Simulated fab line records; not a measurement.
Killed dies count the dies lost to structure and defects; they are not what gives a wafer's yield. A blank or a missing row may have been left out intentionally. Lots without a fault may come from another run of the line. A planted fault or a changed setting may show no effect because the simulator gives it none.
What tool caused it? -- flow rit cmos -- Sampling: 12 lots, 36 wafers, 2 of 202 route steps

## WHAT THE GAUGES READ, wafer by wafer
Not one reading of a measure or inspect step in the record can be checked against a usual standard deviation.

## WHAT TOOL EACH LOT RAN ON (gives the tool, then ch and the chambers of the sampled wafers, and finally the start)
lot,RIT_M1_METAL_ETCH_12,RIT_M1_PROBE_99
L524,"rie metal-04 ch 0,1, day 3 11:10",-
L525,"rie metal-01 ch 0, day 3 15:46",-
L526,"rie metal-02 ch 0,1, day 3 21:06",-
L527,"rie metal-04 ch 0,1, day 4 03:04",-
L528,"rie metal-01 ch 0,1, day 4 11:00",-
L529,"rie metal-02 ch 0,1, day 4 13:07",-
L530,"rie metal-01 ch 0,1, day 4 19:14",-
L539,"rie metal-01 ch 0,1, day 6 17:47","prober-01, day 6 20:02"
L541,"rie metal-01 ch 0,1, day 7 08:49","prober-01, day 7 11:08"
L544,"rie metal-04 ch 0,1, day 8 03:22","prober-01, day 8 06:36"
L545,"rie metal-02 ch 0,1, day 8 14:47",-
L546,"rie metal-04 ch 0,1, day 8 21:20","prober-02, day 9 00:30"
- RIT_M1_METAL_ETCH_12: etches Al in Cl2/BCl3, stops on SiO2, time 165 s, target depth 600 nm.
- RIT_M1_PROBE_99

## AS READ BY THE TOOLS THEMSELVES (means over the sampled wafers that have a number; for cases with no such wafer, the mark the record gives instead)
RIT_M1_METAL_ETCH_12.
lot,tool,chamber pressure mTorr (mTorr),drypump motor current A (A),oes product au (a.u.),throttle valve pct (%)
L524,rie metal-04,99.91,5.3,0.771,8.40
L525,rie metal-01,99.97,5.6,0.789,8.56
L526,rie metal-02,99.99,5.9,0.778,8.40
L527,rie metal-04,99.95,5.2,0.770,8.37
L528,rie metal-01,99.97,5.4,0.775,8.53
L529,rie metal-02,99.95,5.9,0.781,8.41
L530,rie metal-01,100.01,5.4,0.774,8.54
L539,rie metal-01,99.86,5.4,0.776,8.54
L541,rie metal-01,100.05,5.4,0.783,8.53
L544,rie metal-04,100.01,5.3,0.783,8.39
L545,rie metal-02,100.04,6.0,0.774,8.30
L546,rie metal-04,99.95,5.3,0.779,8.40

RIT_M1_PROBE_99.
lot,tool,defect limited yield (%),killed_at_M0_to_M3,killed at contacts,killed at front end,killed dies,killed open,killed short,sort_bin_3_pad_short (%),sort_bin_5_function (%),sort_bin_6_memory (%),sort n pass,sort yield pct (%)
L539,prober-01,95.3,4.7,0.0,8,12,4.0,3.7,0.4,3.3,1.0,252,95.3
L541,prober-01,94.8,4.7,0.0,9,14,4.0,5.0,0.1,3.3,1.8,250,94.8
L544,prober-01,95.3,0.0,0.0,12,12,5.7,6.7,0.0,3.0,1.6,252,95.3
L546,prober-02,97.5,0.0,0.0,7,7,4.7,2.0,0.0,1.3,1.3,257,97.5

## THE ANSWER, worked out from the rows above alone
Rule: what is usual is taken from the lots themselves. Put in order of their means at a reading, lots are off if they are a third of the lots or fewer, leave a main group of 4 or more, and stand apart from it by a gap of 3 or more times the standard deviation of the main group's means; of several such gaps the widest counts. A main group is skipped when, at the precision printed for the reading in the tables above, its means are all equal. A lot without any number at a reading at which 4 lots or more have one is off too. The other lots that the step has rows for count as sound. First the gauges in route order, then the tools' own readings, where a lot's mean is used as printed above. The first step at which some lot is off is used, and at that step the reading that is off furthest; a lot without a number counts as furthest.
Nothing can be told from this: no lot is off at any reading shown.

## WHAT THE SIMULATOR HAD INSERTED
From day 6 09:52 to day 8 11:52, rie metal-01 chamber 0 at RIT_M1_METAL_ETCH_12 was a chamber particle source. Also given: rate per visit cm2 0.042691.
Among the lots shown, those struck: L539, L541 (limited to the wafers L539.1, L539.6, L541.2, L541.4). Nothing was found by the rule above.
